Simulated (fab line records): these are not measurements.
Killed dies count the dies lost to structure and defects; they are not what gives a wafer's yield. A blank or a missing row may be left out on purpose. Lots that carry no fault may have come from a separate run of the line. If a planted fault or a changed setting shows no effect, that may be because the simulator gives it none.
2 desks looking at one fault :: flow berkeley_cmos170 :: every desk sees just its own numbers, and what lay behind them comes last

## AT THE TOOL OWNER'S DESK: rie_si-02
The tool's own readings at UCB170_GATE_ETCH_15 (etches poly-Si in HBr/Cl2, stops on SiO2, time 56.3 s, target depth 278.2 nm): means of the sampled wafers that have a number, for each lot that ran on this tool. If a lot's mean is further than 4 standard deviations from the usual mean, the lot is out of limits and carries the mark OUT (the distance appears in the brackets).
Columns: A = drypump_motor_current_A at UCB170_GATE_ETCH_15, usual 5.6 A; B = oes_product_au at UCB170_GATE_ETCH_15, usual 0.831 a.u.; C = throttle_valve_pct at UCB170_GATE_ETCH_15, usual 26.61 %
lot: L998
first seen here: day 7 19:27
A: 5.7
B: 0.845
C: 26.69

lot: L101
first seen here: day 9 06:01
A: 5.2
B: 0.834
C: 26.52

lot: L107
first seen here: day 9 15:18
A: 5.6
B: 0.854
C: 26.83

lot: L109
first seen here: day 10 09:11
A: 5.2
B: 0.849
C: 26.51

lot: L111
first seen here: day 10 22:17
A: 5.3
B: 0.841
C: 26.52
This desk's finding: nothing out of limits on any of the 5 lots.

## THE METROLOGY DESK
What the gauges read for every lot (on any tool): the sampled wafers with a number, averaged. If a lot's mean is further than 4 standard deviations from the usual mean, the lot is out of limits and carries the mark OUT (the distance appears in the brackets).
Columns: A = PVT_OVL at UCB170_PVT_OVL_MEAS_06, usual -2 nm; B = PLDD_OVL at UCB170_PLDD_OVL_MEAS_07, usual 3 nm
lot: L996
first seen here: day 6 23:41
A: 4
B: 1

lot: L997
first seen here: day 7 00:23
A: 2
B: 8

lot: L999
first seen here: day 7 05:22
A: -0
B: 6

lot: L100
first seen here: day 7 06:28
A: -7
B: 6

lot: L998
first seen here: day 7 07:12
A: 8
B: 6

lot: L101
first seen here: day 8 12:46
A: 3
B: 1

lot: L102
first seen here: day 8 13:43
A: 7
B: -0

lot: L107
first seen here: day 9 01:11
A: -3
B: 5

lot: L109
first seen here: day 9 16:11
A: -8
B: 3

lot: L112
first seen here: day 10 05:14
A: -7
B: 7

lot: L111
first seen here: day 10 05:17
A: -5
B: 3

lot: L110
first seen here: day 10 05:30
A: -5
B: 3

lot: L113
first seen here: day 10 10:05
A: -2
B: 3

lot: L118
first seen here: day 10 19:53
A: 1
B: 1

lot: L116
first seen here: day 10 19:59
A: 4
B: 2
This desk's finding: nothing out of limits on any of the 15 lots.

## PUT TOGETHER
The desk of the tool owner found nothing out of limits.
The metrology desk saw nothing out of limits.

## WHAT WAS PUT IN BY THE SIMULATOR
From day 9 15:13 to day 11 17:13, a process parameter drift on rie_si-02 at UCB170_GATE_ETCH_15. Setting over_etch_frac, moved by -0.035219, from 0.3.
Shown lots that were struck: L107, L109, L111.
